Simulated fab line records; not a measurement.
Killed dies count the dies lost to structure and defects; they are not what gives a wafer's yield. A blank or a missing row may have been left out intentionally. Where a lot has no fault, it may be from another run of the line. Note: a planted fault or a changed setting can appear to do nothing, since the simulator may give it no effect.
One fault through the eyes of 2 desks    flow rit-cmos    each desk holds nothing but its own numbers, with what lay behind them at the end

METROLOGY DESK
What the gauges read for every lot (on any tool): the sampled wafers with a number, averaged. Any lot whose mean is over 4 standard deviations away from the usual mean is out of limits and marked OUT; that distance is given in the brackets. Only the readings that lie furthest out on some lot appear, 7 of the 10 it has.
Columns: A = CONTACT_TEOS_THK at RIT_CONTACT_THK_MEAS_01, usual 402 nm; B = cd-nm at RIT_CONTACT_CD_MEAS_08, usual 1000.6 nm; C = cd-nm at RIT_CONTACT_CD_MEAS_90, usual 1000.8 nm; D = M1_AL_RS at RIT_M1_RS_MEAS_01, usual 0.0735 ohm/sq; E = cd-nm at RIT_M1_CD_MEAS_09, usual 2599.7 nm; F = M1_OVL at RIT_M1_OVL_MEAS_10, usual -0.4 nm; G = cd-nm at RIT_M1_CD_MEAS_90, usual 2598 nm
lot   first seen here  A    B       C       D       E       F     G
L415  day 3 22:11      402  999.2   999.7   0.0716  2594.2  0.2   2592
L417  day 4 07:42      396  999.0   999.1   0.0736  2598.4  -1.4  2598
L421  day 4 20:17      410  1004.8  1004.9  0.0740  2602.8  -0.8  2600
L426  day 5 21:16      400  998.9   998.9   0.0732  2604.2  1.6   2605
L431  day 6 21:50      398  999.3   999.1   0.0744  2600.5  -0.5  2596
L436  day 7 21:25      407  1001.2  1001.3  0.0738  2599.8  -0.9  2595
This desk's verdict: no lot among the 6 shows anything out of limits.

THE TOOL OWNER'S DESK: rie-diel-01
The tool's own readings at RIT_CONTACT_ETCH_11 (etches SiO2 in CHF3/CF4/Ar, stops on TiSi2, target depth 480 nm, time 320 s): means of the sampled wafers that have a number, for each lot that ran on this tool. Any lot whose mean is over 4 standard deviations away from the usual mean is out of limits and marked OUT; that distance is given in the brackets.
Columns: A = drypump-motor-current-A at RIT_CONTACT_ETCH_11, usual 5.70 A; B = oes-product-au at RIT_CONTACT_ETCH_11, usual 0.988 a.u.; C = throttle-valve-pct at RIT_CONTACT_ETCH_11, usual 8.88 %
lot   first seen here  A     B      C
L415  day 4 00:01      5.67  0.992  8.96
L417  day 4 09:09      5.61  0.993  8.93
L421  day 4 21:37      5.61  0.994  8.92
L436  day 7 22:44      5.79  0.987  9.00
This desk's verdict: no lot among the 4 shows anything out of limits.

TAKEN TOGETHER
Metrology desk: nothing out of limits seen.
The desk of the tool owner found nothing out of limits.

WHAT THE SIMULATOR HAD INSERTED
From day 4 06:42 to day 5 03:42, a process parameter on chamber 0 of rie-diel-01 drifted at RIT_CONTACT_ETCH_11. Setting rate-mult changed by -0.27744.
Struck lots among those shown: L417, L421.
